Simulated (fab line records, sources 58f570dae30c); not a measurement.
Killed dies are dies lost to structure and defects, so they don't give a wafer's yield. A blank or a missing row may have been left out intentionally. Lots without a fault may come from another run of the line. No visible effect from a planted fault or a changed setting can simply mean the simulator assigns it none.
Chamber matching -- flow berkeley-cmos170 -- UCB170_V2_ETCH_14 on rie-diel-01: 4 sister chambers
The step etches SiO2 in CHF3/CF4/Ar, stops on Al, target depth 1250 nm, time 291 s. 16 wafers are shown with their chamber, then 8 later ones without.

== EACH WAFER AND ITS CHAMBER ==
wafer,chamber,drypump-motor-current-A (A),oes-product-au (a.u.),throttle-valve-pct (%)
L346.1,0,5.6,0.867,6.93
L346.2,3,4.9,0.899,6.96
L346.5,3,4.9,0.898,6.96
L345.3,1,6.0,0.859,6.94
L345.4,2,6.3,0.847,7.04
L345.6,1,5.9,0.858,6.95
L350.2,0,5.6,0.866,6.94
L350.3,2,6.3,0.854,7.05
L350.4,3,4.8,0.891,6.97
L352.3,3,4.9,0.899,6.96
L352.4,0,5.6,0.863,6.93
L352.5,1,6.0,0.860,6.93
L355.2,3,4.9,0.899,6.96
L355.3,0,5.6,0.864,6.94
L355.4,1,5.9,0.857,6.95
L360.1,2,6.3,0.854,7.06

SIGNATURES, as means of the wafers listed above
reading,chamber 0,chamber 1,chamber 2,chamber 3,scatter within a chamber
drypump-motor-current-A,5.600,5.950,6.300,4.880,0.0387
oes-product-au,0.86500,0.85850,0.85167,0.89720,0.00284
throttle-valve-pct,6.9350,6.9425,7.0500,6.9620,0.00739
Rule: distance of a wafer from a chamber = root of the sum over the readings of ((wafer's reading minus chamber's mean) / reading's scatter) squared. If the next closest chamber is less than 2 further off than the closest, the wafer can't be placed; otherwise it belongs to the closest. How the scatter is found: for the shown wafers, subtract from each reading the mean of its chamber, square and add these, divide the total by (wafers less chambers), then take the root.

== WAFERS WITHOUT THEIR CHAMBER ==
wafer,drypump-motor-current-A (A),oes-product-au (a.u.),throttle-valve-pct (%)
L360.3,6.0,0.855,6.94
L360.6,5.9,0.856,6.94
L362.3,6.3,0.854,7.05
L362.4,4.9,0.893,6.96
L362.6,6.0,0.859,6.94
L363.2,6.3,0.854,7.05
L363.5,5.6,0.856,6.95
L363.6,6.0,0.854,6.95

== THE CHAMBER EACH PASSED THROUGH ==
wafer,from the rows above,in truth
L360.3,1,1
L360.6,1,1
L362.3,2,2
L362.4,3,3
L362.6,1,1
L363.2,2,2
L363.5,0,0
L363.6,1,1
Correct placement for 8 of the 8. Left unplaced by these rows: 0. Number placed wrongly: 0.
